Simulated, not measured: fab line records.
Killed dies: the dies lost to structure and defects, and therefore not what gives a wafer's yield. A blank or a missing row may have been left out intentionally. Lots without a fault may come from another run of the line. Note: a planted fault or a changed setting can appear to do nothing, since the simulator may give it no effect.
Lot-split experiment | flow berkeley_cmos170 | 5 lots, 23 wafers read, on a route of 331 steps

## THE SPLIT
At UCB170_M3_COAT_05 (resist thk 900 nm), the setting spin_rpm was moved away from the recipe's 1500 rpm on 7 of the 23 wafers read, by -4.8% to +5.2%. This setting was run at the recipe's value on the other wafers.

The reading is taken at the split's own step.

## THE READING
KrF_of_M3_COAT_05.thk_nm (the simulator's own value, which no gauge read), in nm, at UCB170_M3_COAT_05 (resist thk 900 nm). No usual value for it is given in the file. Here, 16 wafers ran the recipe; their average is 900.7 nm with a standard deviation of 1.6 nm.

wafer  | tool, chamber at the split | spin_rpm as run, rpm | against the recipe | KrF_of_M3_COAT_05.thk_nm, nm | against lot-mates on the recipe
L074.1 | litho_track-01, 0          | 1500                 | recipe             | 898.5                        | -
L074.2 | litho_track-01, 0          | 1500                 | recipe             | 899.6                        | -
L074.3 | litho_track-01, 0          | 1500                 | recipe             | 905.4                        | -
L076.1 | litho_track-02, 0          | 1428                 | -4.8%              | 922.1                        | +21.9
L076.2 | litho_track-02, 0          | 1500                 | recipe             | 900                          | -
L076.3 | litho_track-02, 0          | 1428                 | -4.8%              | 921.2                        | +21.0
L076.4 | litho_track-02, 0          | 1500                 | recipe             | 899.2                        | -
L076.5 | litho_track-02, 0          | 1500                 | recipe             | 901.3                        | -
L080.2 | litho_track-04, 0          | 1557                 | +3.8%              | 887.6                        | -14.4
L080.3 | litho_track-04, 0          | 1557                 | +3.8%              | 883.7                        | -18.2
L080.4 | litho_track-04, 0          | 1500                 | recipe             | 901.9                        | -
L080.5 | litho_track-04, 0          | 1500                 | recipe             | 902                          | -
L080.6 | litho_track-04, 0          | 1557                 | +3.8%              | 885.1                        | -16.9
L079.1 | litho_track-01, 0          | 1500                 | recipe             | 901.8                        | -
L079.2 | litho_track-01, 0          | 1500                 | recipe             | 899.2                        | -
L079.3 | litho_track-01, 0          | 1578                 | +5.2%              | 875.2                        | -25.6
L079.4 | litho_track-01, 0          | 1578                 | +5.2%              | 878.6                        | -22.2
L079.6 | litho_track-01, 0          | 1500                 | recipe             | 901.5                        | -
L081.1 | litho_track-04, 0          | 1500                 | recipe             | 900                          | -
L081.2 | litho_track-04, 0          | 1500                 | recipe             | 900.9                        | -
L081.3 | litho_track-04, 0          | 1500                 | recipe             | 900.6                        | -
L081.4 | litho_track-04, 0          | 1500                 | recipe             | 898.7                        | -
L081.5 | litho_track-04, 0          | 1500                 | recipe             | 900.3                        | -

THE FIT
A straight line over all 23 wafers: KrF_of_M3_COAT_05.thk_nm changes by -4.34 nm for each +1% of spin_rpm; r = -0.99; the points scatter about the line by 1.8 nm.
The same after taking each lot's own level away (the mean of its wafers on the recipe; 23 wafers): -4.48 nm for each +1%; r = -0.99; scatter 1.6 nm.
According to that fit, moving spin_rpm by its largest amount changes the reading by 23 nm.
Measured against the standard deviation above, the lots' own levels, which go from 900.10 to 901.95 nm, span 1.1 times it.
The two slopes agree, so the slope changes little with the lot-to-lot level.
Check: for one of the wafers moved furthest among these (+5.2%), held out of the fit, the line's prediction against its lot-mates is -22.7 nm. Against them it came out at -25.6 nm.

## OTHER SPLITS APPLIED TO THESE WAFERS
Before the reading, these wafers also passed through other splits. Each is held against what the fit with the lots' levels taken away leaves over:
other split on the same wafers   | wafers away from the commonest value | r with KrF_of_M3_COAT_05.thk_nm (lot level and that fit taken away)
UCB170_CONTACT_PEB_13 peb_temp_c | 8                                    | -0.01
UCB170_M1_COAT_04 spin_rpm       | 9                                    | +0.07
UCB170_V1_COAT_07 resist_thk_nm  | 7                                    | +0.04
UCB170_V1_PEB_10 peb_temp_c      | 7                                    | -0.16
UCB170_V2_CVD_00 time_s          | 11                                   | +0.20

## THE WHOLE CHAIN: every reading that the file lists as answering this split, in the file's order
step               | what it does      | reading                                                                   | change (the file's fit)              | r (the file's)
UCB170_M3_COAT_05  | resist thk 900 nm | KrF_of_M3_COAT_05.thk_nm (the simulator's own value, which no gauge read) | -4.49 nm for each +1% of the setting | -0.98
UCB170_M3_STRIP_07 | strips in O2      | strip_time_to_endpoint_s                                                  | withheld for each +1% of the setting | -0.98

## THE FILE'S OWN FIT
KrF_of_M3_COAT_05.thk_nm changes by -4.49 nm for each +1% of spin_rpm, r = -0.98.
